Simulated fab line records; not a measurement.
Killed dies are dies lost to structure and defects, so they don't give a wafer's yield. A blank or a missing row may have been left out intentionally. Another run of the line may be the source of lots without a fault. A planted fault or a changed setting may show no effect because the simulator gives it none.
fab line records + flow rit-cmos
[record]
- lots = 6
- wafers = 18
- last-day = 8
route steps=202 shown M1@184
lots that met no fault: from a run of the same line without faults
start-h: hours from the record's first day to the start of the lot's first wafer shown + wait-h: hours since the lot's step before + " as in the row above + L1.1+2: several wafers, shown together as one row + - value missing, or start not given + * or withheld: withheld + < > ~ a bound
route shown NAME@n: a module of which the file shows steps, and the number in the route of the first + usual: mean/standard deviation of fault-free wafers + same: alike in all rows + chamber/n: place in a boat + sites: per-site readings + _std_site: standard deviation of those values + _edge_site: inner sites' mean taken away from outer sites' mean + radius-mm: how far each site lies from the wafer's centre + mask NAME#n: copy n + behind: tool/chamber where the wafer was last shaped + hold: the reason the lot was held/the length of the hold in hours/how it ended + device: whichever transistor did not switch (one of n, p or np) + end of line: tests run on the same wafers once the route is complete + step lacking rows: just its recipe + killed: dies that structure and defects cost at the first sort, which is not the same as the wafer's yield + map: a wafer's dies, x killed, . not, _ none there
set.NAME: the setting the step ran with; set.NAME@STEP: the setting that earlier step ran with + model.NAME: the simulator's own value behind a step, which no gauge read
a table for each step, a row for each wafer; lots at some steps of the route
services: when a tool's chamber went out of use (start-h, in hours from the record's first day, below 0 if earlier), for how many hours, and the reason
[[steps]]
[step RIT_M1_SPUTTER_00]
[recipe]
- material = Al
- target-thk-nm = 400
- power-w = 2000
- chamber-pressure-pa = 0.4
- gas = Ar
- time-s = 500
- substrate-temp-c = 25
[usual]
- throttle-valve-pct = 30.2/0.84
[same]
- time-s = 500
| lot.wafer | tool           | chamber | start-h | wait-h | throttle-valve-pct |
|-----------|----------------|---------|---------|--------|--------------------|
| L526.1    | pvd-sputter-03 | -       | 67.12   | 0.0    | 30.2               |
| L526.4    | "              | -       | "       | "      | 29.4               |
| L526.5    | "              | -       | "       | "      | 29.3               |
| L530.3    | pvd-sputter-04 | -       | 89.09   | 0.0    | 31.8               |
| L530.4    | "              | -       | "       | "      | 29.8               |
| L530.5    | "              | -       | "       | "      | 31.5               |
| L539.2    | pvd-sputter-03 | -       | 136.02  | 0.0    | 29.6               |
| L539.3    | "              | -       | "       | "      | 30.5               |
| L539.4    | "              | -       | "       | "      | 31.1               |
| L541.1    | pvd-sputter-03 | -       | 151.06  | 0.0    | 29.2               |
| L541.3    | "              | -       | "       | "      | 29.6               |
| L541.6    | "              | -       | "       | "      | 29.1               |
| L545.1    | pvd-sputter-02 | -       | 180.90  | 0.0    | 29.6               |
| L545.5    | "              | -       | "       | "      | 29.1               |
| L545.6    | "              | -       | "       | "      | 31.6               |
| L546.3    | pvd-sputter-03 | -       | 187.46  | 0.0    | 31.2               |
| L546.4    | "              | -       | "       | "      | 29.3               |
| L546.5    | "              | -       | "       | "      | 30.9               |
[step RIT_M1_RS_MEAS_01]
[recipe]
- thk-meas-gauge = four-point-probe
- reads = Al_of_M1_SPUTTER_00
[usual]
- M1_AL_RS = 0.0739/0.00083
| lot.wafer | tool          | chamber | start-h | wait-h | M1_AL_RS[ohm/sq] |
|-----------|---------------|---------|---------|--------|------------------|
| L526.1    | film-metro-04 | -       | 67.41   | 0.1    | 0.0743           |
| L526.4    | "             | -       | "       | "      | 0.0738           |
| L526.5    | "             | -       | "       | "      | 0.0739           |
| L530.3    | film-metro-01 | -       | 89.42   | 0.2    | 0.0729           |
| L530.4    | "             | -       | "       | "      | 0.0746           |
| L530.5    | "             | -       | "       | "      | 0.0733           |
| L539.2    | film-metro-04 | -       | 136.34  | 0.2    | 0.0740           |
| L539.3    | "             | -       | "       | "      | 0.0747           |
| L539.4    | "             | -       | "       | "      | 0.0729           |
| L541.1    | film-metro-01 | -       | 151.36  | 0.1    | 0.0734           |
| L541.3    | "             | -       | "       | "      | 0.0733           |
| L541.6    | "             | -       | "       | "      | 0.0732           |
| L545.1    | film-metro-04 | -       | 181.20  | 0.1    | 0.0749           |
| L545.5    | "             | -       | "       | "      | 0.0751           |
| L545.6    | "             | -       | "       | "      | 0.0738           |
| L546.3    | film-metro-04 | -       | 187.79  | 0.2    | 0.0737           |
| L546.4    | "             | -       | "       | "      | 0.0735           |
| L546.5    | "             | -       | "       | "      | 0.0733           |
[step RIT_M1_THK_MEAS_02]
[recipe]
- thk-meas-gauge = xrf
- reads = Al_of_M1_SPUTTER_00
[usual]
- M1_AL_THK = 395/4.9
| lot.wafer | tool          | chamber | start-h | wait-h | M1_AL_THK[nm] |
|-----------|---------------|---------|---------|--------|---------------|
| L526.1    | film-metro-04 | -       | 67.53   | 0.1    | 391           |
| L526.4    | "             | -       | "       | "      | 398           |
| L526.5    | "             | -       | "       | "      | 397           |
| L530.3    | film-metro-01 | -       | 89.52   | 0.1    | 404           |
| L530.4    | "             | -       | "       | "      | 394           |
| L530.5    | "             | -       | "       | "      | 401           |
| L539.2    | film-metro-04 | -       | 136.45  | 0.1    | 394           |
| L539.3    | "             | -       | "       | "      | 391           |
| L539.4    | "             | -       | "       | "      | 402           |
| L541.1    | film-metro-01 | -       | 151.48  | 0.1    | 399           |
| L541.3    | "             | -       | "       | "      | 400           |
| L541.6    | "             | -       | "       | "      | 400           |
| L545.1    | film-metro-04 | -       | 181.32  | 0.1    | 387           |
| L545.5    | "             | -       | "       | "      | 389           |
| L545.6    | "             | -       | "       | "      | 394           |
| L546.3    | film-metro-04 | -       | 187.89  | 0.1    | 396           |
| L546.4    | "             | -       | "       | "      | 398           |
| L546.5    | "             | -       | "       | "      | 396           |
[step RIT_M1_HMDS_03]
[recipe]
- prime-time-s = 60
- prime-temp-c = 140
[step RIT_M1_COAT_04]
[recipe]
- resist = NOVOLAK
- spin-rpm = 2000
- resist-thk-nm = 1300
[step RIT_M1_SOFTBAKE_05]
[recipe]
- resist = NOVOLAK
- temp-c = 90
- time-s = 60
[step RIT_M1_EXPOSE_06]
[recipe]
- mask-id = M12
- na = 0.6
- source-shape = conventional
- sigma-outer = 0.5
- target-cd-nm = 2600
- dose-mj = 250
[step RIT_M1_PEB_07]
[recipe]
- resist = NOVOLAK
- temp-c = withheld
- time-s = withheld
[step RIT_M1_DEVELOP_08]
[recipe]
- resist = NOVOLAK
- develop-time-s = 68
- dev-temp-c = 23
[step RIT_M1_CD_MEAS_09]
[recipe]
- target-cd-nm = 2600
[usual]
- cd-nm = 2599.7/2
| lot.wafer | tool      | chamber | start-h | wait-h | cd-nm  |
|-----------|-----------|---------|---------|--------|--------|
| L526.1    | cd-sem-02 | -       | 68.60   | -      | 2599.9 |
| L526.4    | "         | -       | "       | "      | 2598.7 |
| L526.5    | "         | -       | "       | "      | 2599.4 |
| L530.3    | cd-sem-02 | -       | 90.61   | -      | 2597.5 |
| L530.4    | "         | -       | "       | "      | 2597.8 |
| L530.5    | "         | -       | "       | "      | 2597.4 |
| L539.2    | cd-sem-01 | -       | 137.40  | -      | 2599.9 |
| L539.3    | "         | -       | "       | "      | 2599.4 |
| L539.4    | "         | -       | "       | "      | 2599.1 |
| L541.1    | cd-sem-02 | -       | 152.42  | -      | 2598.8 |
| L541.3    | "         | -       | "       | "      | 2598.6 |
| L541.6    | "         | -       | "       | "      | 2597.2 |
| L545.1    | cd-sem-02 | -       | 182.38  | -      | 2599.9 |
| L545.5    | "         | -       | "       | "      | 2599.3 |
| L545.6    | "         | -       | "       | "      | 2599.2 |
| L546.3    | cd-sem-02 | -       | 188.98  | -      | 2597.4 |
| L546.4    | "         | -       | "       | "      | 2599.0 |
| L546.5    | "         | -       | "       | "      | 2598.1 |
[step RIT_M1_OVL_MEAS_10]
[usual]
- M1_OVL = -0.3/1.6
| lot.wafer | tool       | chamber | start-h | wait-h | M1_OVL[nm] |
|-----------|------------|---------|---------|--------|------------|
| L526.1    | overlay-02 | -       | 68.72   | 0.1    | -1.5       |
| L526.4    | "          | -       | "       | "      | -0.7       |
| L526.5    | "          | -       | "       | "      | -3.2       |
| L530.3    | overlay-01 | -       | 90.70   | 0.1    | -0.1       |
| L530.4    | "          | -       | "       | "      | 1.3        |
| L530.5    | "          | -       | "       | "      | -0.8       |
| L539.2    | overlay-02 | -       | 137.50  | 0.1    | 0.7        |
| L539.3    | "          | -       | "       | "      | 2.3        |
| L539.4    | "          | -       | "       | "      | 1.0        |
| L541.1    | overlay-02 | -       | 152.54  | 0.1    | -1.0       |
| L541.3    | "          | -       | "       | "      | -1.9       |
| L541.6    | "          | -       | "       | "      | -2.1       |
| L545.1    | overlay-02 | -       | 182.50  | 0.1    | -0.3       |
| L545.5    | "          | -       | "       | "      | -0.7       |
| L545.6    | "          | -       | "       | "      | 0.1        |
| L546.3    | overlay-01 | -       | 189.07  | 0.1    | 2.9        |
| L546.4    | "          | -       | "       | "      | 3.1        |
| L546.5    | "          | -       | "       | "      | 1.8        |
[step RIT_M1_HARDBAKE_11]
[recipe]
- resist = NOVOLAK
- temp-c = 140
- time-s = 120
[step RIT_M1_METAL_ETCH_12]
[recipe]
- stop-on = SiO2
- chemistry = Cl2/BCl3
- target = Al
- time-s = 165
- over-etch-frac = 0.5
- pressure-mtorr = 100
- target-depth-a = 6000
- rf-w = 250
- Cl2_flow_sccm = 60
- bcl3-flow-sccm = 50
[usual]
- drypump-motor-current-A = 5.5/0.36
- oes-product-au = 0.776/0.0096
- throttle-valve-pct = 8.43/0.11
[same]
- time-s = 165
| lot.wafer | tool         | chamber | start-h | wait-h | drypump-motor-current-A | oes-product-au | rf-hours-counter-h | throttle-valve-pct |
|-----------|--------------|---------|---------|--------|-------------------------|----------------|--------------------|--------------------|
| L526.1    | rie-metal-02 | 0       | 69.10   | 0.2    | 6.1                     | 0.769          | 35                 | 8.19               |
| L526.4    | "            | 1       | "       | "      | 5.8                     | 0.787          | -                  | 8.52               |
| L526.5    | "            | 0       | "       | "      | 6.1                     | 0.773          | -                  | 8.19               |
| L530.3    | rie-metal-01 | 0       | 91.29   | 0.2    | 5.5                     | 0.795          | -                  | 8.56               |
| L530.4    | "            | 1       | "       | "      | 5.1                     | 0.769          | -                  | 8.48               |
| L530.5    | "            | 1       | "       | "      | 5.1                     | 0.769          | -                  | 8.48               |
| L539.2    | rie-metal-01 | 1       | 137.78  | 0.2    | 5.1                     | 0.762          | 3                  | 8.48               |
| L539.3    | "            | 0       | "       | "      | 5.6                     | 0.774          | -                  | 8.56               |
| L539.4    | "            | 1       | "       | "      | 5.1                     | 0.779          | -                  | 8.48               |
| L541.1    | rie-metal-01 | 1       | 152.82  | 0.2    | 5.1                     | 0.770          | 3                  | 8.49               |
| L541.3    | "            | 1       | "       | "      | 5.1                     | 0.776          | -                  | 8.48               |
| L541.6    | "            | 0       | "       | "      | 5.6                     | 0.789          | -                  | 8.58               |
| L545.1    | rie-metal-02 | 1       | 182.79  | 0.2    | 5.8                     | 0.773          | 0                  | 8.52               |
| L545.5    | "            | 0       | "       | "      | 6.1                     | 0.766          | -                  | 8.20               |
| L545.6    | "            | 1       | "       | "      | 5.8                     | 0.781          | -                  | 8.51               |
| L546.3    | rie-metal-04 | 0       | 189.40  | 0.2    | 5.5                     | 0.769          | -                  | 8.42               |
| L546.4    | "            | 1       | "       | "      | 5.0                     | 0.768          | -                  | 8.34               |
| L546.5    | "            | 1       | "       | "      | 5.0                     | 0.781          | -                  | 8.34               |
[step RIT_M1_STRIP_13]
[recipe]
- chemistry = nmp
- resist = NOVOLAK
- temp-c = 80
- time-s = 600
- dry = n2-spin
[step RIT_M1_STRIP_14]
[recipe]
- chemistry = O2
- time-s = 180
- platen-temp-c = withheld
- power-w = 500
- pressure-mtorr = 4000
- o2-flow-sccm = 4000
[usual]
- drypump-motor-current-A = 5.4/0.34
[same]
- time-s = 180
| lot.wafer | tool            | chamber | start-h | wait-h | drypump-motor-current-A | rf-hours-counter-h |
|-----------|-----------------|---------|---------|--------|-------------------------|--------------------|
| L526.1    | plasma-asher-04 | 1       | 69.43   | 0.0    | 5.9                     | 47                 |
| L526.4    | "               | 0       | "       | "      | 5.3                     | -                  |
| L526.5    | "               | 1       | "       | "      | 5.9                     | -                  |
| L530.3    | plasma-asher-04 | 1       | 91.63   | 0.1    | 5.9                     | -                  |
| L530.4    | "               | 0       | "       | "      | 5.3                     | -                  |
| L530.5    | "               | 0       | "       | "      | 5.3                     | -                  |
| L539.2    | plasma-asher-03 | 1       | 138.12  | 0.0    | 5.3                     | 35                 |
| L539.3    | "               | 1       | "       | "      | 5.3                     | -                  |
| L539.4    | "               | 0       | "       | "      | 5.8                     | -                  |
| L541.1    | plasma-asher-01 | 0       | 153.16  | 0.0    | 5.3                     | 42                 |
| L541.3    | "               | 0       | "       | "      | 5.3                     | -                  |
| L541.6    | "               | 1       | "       | "      | 4.9                     | -                  |
| L545.1    | plasma-asher-01 | 0       | 183.14  | 0.0    | 5.3                     | 45                 |
| L545.5    | "               | 0       | "       | "      | 5.3                     | -                  |
| L545.6    | "               | 1       | "       | "      | 4.9                     | -                  |
| L546.3    | plasma-asher-01 | 1       | 189.74  | 0.1    | 4.9                     | -                  |
| L546.4    | "               | 0       | "       | "      | 5.3                     | -                  |
| L546.5    | "               | 1       | "       | "      | 4.9                     | -                  |
[step RIT_M1_CD_MEAS_90]
[recipe]
- target-cd-nm = 2600
[usual]
- cd-nm = 2600/3.3
| lot.wafer | tool      | chamber | start-h | wait-h | cd-nm |
|-----------|-----------|---------|---------|--------|-------|
| L526.1    | cd-sem-01 | -       | 69.61   | 0.1    | 2603  |
| L526.4    | "         | -       | "       | "      | 2603  |
| L526.5    | "         | -       | "       | "      | 2602  |
| L530.3    | cd-sem-01 | -       | 91.79   | 0.1    | 2600  |
| L530.4    | "         | -       | "       | "      | 2595  |
| L530.5    | "         | -       | "       | "      | 2595  |
| L539.2    | cd-sem-02 | -       | 138.32  | 0.1    | 2599  |
| L539.3    | "         | -       | "       | "      | 2602  |
| L539.4    | "         | -       | "       | "      | 2598  |
| L541.1    | cd-sem-02 | -       | 153.34  | 0.1    | 2595  |
| L541.3    | "         | -       | "       | "      | 2595  |
| L541.6    | "         | -       | "       | "      | 2599  |
| L545.1    | cd-sem-02 | -       | 183.32  | 0.1    | 2603  |
| L545.5    | "         | -       | "       | "      | 2600  |
| L545.6    | "         | -       | "       | "      | 2601  |
| L546.3    | cd-sem-02 | -       | 189.89  | 0.1    | 2597  |
| L546.4    | "         | -       | "       | "      | 2600  |
| L546.5    | "         | -       | "       | "      | 2599  |
[step RIT_M1_ANNEAL_15]
[recipe]
- temp-c = 450
- time-s = 1800
- ambient = forming_gas_H2N2
[step RIT_M1_BOW_MEAS_16]
[recipe]
- mode = bow
[usual]
- M1_BOW = 17/6.8
| lot.wafer | tool          | chamber | start-h | wait-h | M1_BOW[um] |
|-----------|---------------|---------|---------|--------|------------|
| L526.1    | film-metro-03 | -       | 71.23   | 0.0    | 13         |
| L526.4    | "             | -       | "       | "      | 20         |
| L526.5    | "             | -       | "       | "      | 20         |
| L530.3    | film-metro-03 | -       | 93.41   | 0.0    | 24         |
| L530.4    | "             | -       | "       | "      | 24         |
| L530.5    | "             | -       | "       | "      | 26         |
| L539.2    | film-metro-03 | -       | 139.94  | 0.0    | 24         |
| L539.3    | "             | -       | "       | "      | 18         |
| L539.4    | "             | -       | "       | "      | 19         |
| L541.1    | film-metro-01 | -       | 154.96  | 0.0    | 6          |
| L541.3    | "             | -       | "       | "      | 13         |
| L541.6    | "             | -       | "       | "      | 13         |
| L545.1    | film-metro-04 | -       | 184.94  | 0.0    | 15         |
| L545.5    | "             | -       | "       | "      | 9          |
| L545.6    | "             | -       | "       | "      | 14         |
| L546.3    | film-metro-04 | -       | 192.42  | 0.0    | 10         |
| L546.4    | "             | -       | "       | "      | 17         |
| L546.5    | "             | -       | "       | "      | 20         |
[step RIT_M1_PROBE_99]
[usual]
- defect-limited-yield = 97.2/1.2
- killed_at_M0_to_M3 = 0.0/0.083
- killed-at-contacts = 0.1/0.27
- killed-at-front-end = 7/3.1
- killed-dies = 7/3.2
- killed-open = 3.8/2.1
- killed-short = 3.6/2
- sort_bin_3_pad_short = 0.1/0.22
- sort_bin_5_function = 1.7/0.8
- sort_bin_6_memory = 1.0/0.64
- sort-n-pass = 257/3.2
- sort-yield-pct = 97.2/1.2
[same]
- gross-dies = 264
- killed_at_M4_up = 0
- killed-at-back-side = 0
- killed-at-other = 0
| lot.wafer | tool      | chamber | start-h | wait-h | defect-limited-yield[%] | killed_at_M0_to_M3 | killed-at-contacts | killed-at-front-end | killed-dies | killed-open | killed-short | sort_bin_3_pad_short[%] | sort_bin_5_function[%] | sort_bin_6_memory[%] | sort-n-pass | sort-yield-pct[%] | model.etest.tester.sort-n-pass | model.etest.tester.sort-yield-pct |
|-----------|-----------|---------|---------|--------|-------------------------|--------------------|--------------------|---------------------|-------------|-------------|--------------|-------------------------|------------------------|----------------------|-------------|-------------------|--------------------------------|-----------------------------------|
| L526.1    | prober-01 | -       | 71.35   | 0.1    | 98.1                    | 0                  | 0                  | 5                   | 5           | 3           | 2            | 0                       | 0.8                    | 1.1                  | 259         | 98.1              | 259                            | 98.11                             |
| L526.4    | prober-01 | -       | 71.50   | 0.2    | 96.6                    | 0                  | 0                  | 9                   | 9           | 4           | 5            | 0                       | 3.0                    | 0.4                  | 255         | 96.6              | 255                            | 96.59                             |
| L526.5    | prober-01 | -       | 71.55   | 0.2    | 97.7                    | 0                  | 0                  | 6                   | 6           | 2           | 4            | 0.4                     | 0.4                    | 1.5                  | 258         | 97.7              | 258                            | 97.73                             |
| L530.3    | prober-01 | -       | 93.59   | 0.2    | 98.5                    | 0                  | 0                  | 4                   | 4           | 2           | 2            | 0                       | 1.5                    | 0                    | 260         | 98.5              | 260                            | 98.48                             |
| L530.4    | prober-01 | -       | 93.64   | 0.2    | 98.1                    | 0                  | 0                  | 5                   | 5           | 2           | 3            | 0                       | 1.1                    | 0.8                  | 259         | 98.1              | 259                            | 98.11                             |
| L530.5    | prober-01 | -       | 93.69   | 0.2    | 98.1                    | 0                  | 0                  | 5                   | 5           | 3           | 2            | 0                       | 1.1                    | 0.8                  | 259         | 98.1              | 259                            | 98.11                             |
| L539.2    | prober-01 | -       | 140.09  | 0.1    | 98.1                    | 0                  | 0                  | 5                   | 5           | 2           | 3            | 0.4                     | 0.4                    | 1.1                  | 259         | 98.1              | 259                            | 98.11                             |
| L539.3    | prober-01 | -       | 140.14  | 0.2    | 92.0                    | 6                  | 0                  | 15                  | 21          | 8           | 7            | 0.4                     | 4.9                    | 2.7                  | 243         | 92.0              | 243                            | 92.05                             |
| L539.4    | prober-01 | -       | 140.19  | 0.2    | 96.2                    | 0                  | 0                  | 10                  | 10          | 8           | 2            | 0                       | 2.7                    | 1.1                  | 254         | 96.2              | 254                            | 96.21                             |
| L541.1    | prober-01 | -       | 155.08  | 0.1    | 96.2                    | 0                  | 0                  | 10                  | 10          | 4           | 6            | 0                       | 2.3                    | 1.5                  | 254         | 96.2              | 254                            | 96.21                             |
| L541.3    | prober-01 | -       | 155.18  | 0.2    | 98.5                    | 0                  | 0                  | 4                   | 4           | 2           | 2            | 0                       | 1.1                    | 0.4                  | 260         | 98.5              | 260                            | 98.48                             |
| L541.6    | prober-01 | -       | 155.33  | 0.2    | 94.7                    | 6                  | 0                  | 8                   | 14          | 2           | 6            | 0                       | 2.3                    | 3.0                  | 250         | 94.7              | 250                            | 94.7                              |
| L545.1    | prober-02 | -       | 185.06  | 0.1    | 98.9                    | 0                  | 0                  | 3                   | 3           | 2           | 1            | 0                       | 0.4                    | 0.8                  | 261         | 98.9              | 261                            | 98.86                             |
| L545.5    | prober-02 | -       | 185.26  | 0.2    | 98.1                    | 0                  | 0                  | 5                   | 5           | 1           | 4            | 0                       | 1.5                    | 0.4                  | 259         | 98.1              | 259                            | 98.11                             |
| L545.6    | prober-02 | -       | 185.31  | 0.2    | 97.3                    | 0                  | 1                  | 6                   | 7           | 4           | 3            | 0                       | 1.9                    | 0.8                  | 257         | 97.3              | 257                            | 97.35                             |
| L546.3    | prober-02 | -       | 192.60  | 0.2    | 98.5                    | 0                  | 0                  | 4                   | 4           | 4           | 0            | 0                       | 0.4                    | 1.1                  | 260         | 98.5              | 260                            | 98.48                             |
| L546.4    | prober-02 | -       | 192.65  | 0.2    | 98.1                    | 0                  | 0                  | 5                   | 5           | 2           | 3            | 0.4                     | 0.4                    | 1.1                  | 259         | 98.1              | 259                            | 98.11                             |
| L546.5    | prober-02 | -       | 192.70  | 0.2    | 97.3                    | 0                  | 0                  | 7                   | 7           | 5           | 2            | 0                       | 1.9                    | 0.8                  | 257         | 97.3              | 257                            | 97.35                             |
// killed by level:class
L526.1 GATE:geometric-particle:open=2 FOX2:geometric-particle:short=1 REOX:geometric-particle:short=1 REOX:geometric-particle:open=1
L526.4 GATE:geometric-particle:short=3 FOX1:geometric-particle:open=2 FOX1:geometric-particle:short=1 GATE:geometric-particle:open=1 REOX:geometric-particle:short=1 SILICIDE:geometric-particle:open=1
L526.5 GATE:geometric-particle:short=3 GATE:geometric-particle:open=1 SPACER:geometric-particle:open=1 SILICIDE:geometric-particle:short=1
L530.3 FOX1:geometric-particle:open=2 GATE:geometric-particle:short=2
L530.4 FOX1:geometric-particle:short=2 FOX2:geometric-particle:open=1 REOX:geometric-particle:open=1 REOX:geometric-particle:short=1
L530.5 GATE:geometric-particle:open=2 FOX1:geometric-particle:short=1 GATE:geometric-particle:short=1 SPACER:geometric-particle:open=1
L539.2 FOX1:geometric-particle:open=1 GATE:geometric-particle:short=1 GATE:geometric-particle:open=1 REOX:geometric-particle:short=1 SILICIDE:geometric-particle:short=1
L539.3 M1:unspecified=6 GATE:geometric-particle:open=4 FOX1:geometric-particle:open=2 FOX2:geometric-particle:short=2 SPACER:geometric-particle:short=2 FOX1:geometric-particle:short=1 SILICIDE:geometric-particle:open=1 GATE:geometric-particle:short=1
L539.4 GATE:geometric-particle:open=6 GATE:geometric-particle:short=2 FOX2:geometric-particle:open=1 REOX:geometric-particle:open=1
L541.1 GATE:geometric-particle:open=3 GATE:geometric-particle:short=2 SILICIDE:geometric-particle:short=2 FOX1:geometric-particle:short=1 REOX:geometric-particle:short=1 SILICIDE:geometric-particle:open=1
L541.3 SILICIDE:geometric-particle:short=2 FOX1:geometric-particle:open=1 SPACER:geometric-particle:open=1
L541.6 M1:unspecified=6 REOX:geometric-particle:short=3 GATE:geometric-particle:short=1 GATE:geometric-particle:open=1 REOX:geometric-particle:open=1 SPACER:geometric-particle:short=1 SILICIDE:geometric-particle:short=1
L545.1 REOX:geometric-particle:open=1 SPACER:geometric-particle:open=1 SILICIDE:geometric-particle:short=1
L545.5 FOX1:geometric-particle:short=2 GATE:geometric-particle:short=2 SPACER:geometric-particle:open=1
L545.6 SPACER:geometric-particle:open=2 GATE:geometric-particle:open=1 REOX:geometric-particle:open=1 SPACER:geometric-particle:short=1 SILICIDE:geometric-particle:short=1 CONTACT:geometric-particle:short=1
L546.3 GATE:geometric-particle:open=3 SPACER:geometric-particle:open=1
L546.4 GATE:geometric-particle:short=2 FOX1:geometric-particle:short=1 GATE:geometric-particle:open=1 REOX:geometric-particle:open=1
L546.5 FOX1:geometric-particle:open=2 GATE:geometric-particle:open=2 FOX2:geometric-particle:short=1 FOX2:geometric-particle:open=1 GATE:geometric-particle:short=1
// map L539.3 (x killed, . not)
________...x..x_______
_____........x....____
____..x...x........___
___...x...x......x..__
__........x.x........_
__....x......x......._
_....x......x......x..
_.....................
_...xxx...........x...
_.....................
__...............x..._
__..................._
___.........x.......__
____...............___
_____.............____
________......._______
// map L541.6 (x killed, . not)
________...x..._______
_____.............____
____.....xxxx......___
___......x..x.......__
__..................._
__...x..............._
_.....................
_.....................
_.....................
_.........x.....x.....
__..................._
__...............x..._
___.................__
____..x.......x....___
_____....x........____
________......._______
[[services]]
| tool            | chamber | start-h | hours | kind       |
|-----------------|---------|---------|-------|------------|
| plasma-asher-03 | -       | 54.35   | 4.3   | repair     |
| rie-metal-04    | -       | 54.64   | 2.8   | pm         |
| plasma-asher-01 | -       | 54.84   | 6.3   | repair     |
| pvd-sputter-03  | -       | 58.43   | 1.1   | repair     |
| pvd-sputter-02  | -       | 70.88   | 4.7   | repair     |
| rie-metal-04    | -       | 91.14   | 0.1   | repair     |
| rie-metal-01    | -       | 112.92  | 1.4   | pm         |
| pvd-sputter-03  | -       | 113.26  | 11.7  | repair     |
| rie-metal-02    | -       | 125.76  | 14.6  | pm         |
| rie-metal-02    | -       | 140.36  | 20.0  | pm         |
| rie-metal-02    | 0       | 140.36  | 20.0  | vent-cycle |
| rie-metal-02    | 1       | 140.36  | 20.0  | vent-cycle |
| rie-metal-04    | 1       | 154.11  | 3.1   | repair     |
| rie-metal-02    | -       | 160.36  | 2.8   | pm         |
| rie-metal-02    | 0       | 160.36  | -     | clean      |
| rie-metal-02    | 1       | 160.36  | -     | clean      |
| rie-metal-01    | 1       | 167.70  | 1.4   | repair     |
| pvd-sputter-04  | -       | 183.64  | 6.0   | repair     |
[[key]]
[first-sign]
- step = RIT_M1_PROBE_99
- reading = killed_at_M0_to_M3
- direction = up
- sigmas = 6
- usual = 0.0
- struck = 6
effect none on later readings
[model-effect]
- step = RIT_M1_PROBE_99
- value = etest.tester.sort-n-pass
- without = 252.5
- struck = 246.5
met-at RIT_M1_METAL_ETCH_12
struck-wafers L539.3,L541.6
onset-between 91.29 137.78
[fault]
- kind = chamber-particle-source
- tool = rie-metal-01
- chamber = 0
- onset-h = 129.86
- steps = RIT_M1_METAL_ETCH_12
- rate-per-visit-cm2 = 0.042691
- end-h = 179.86
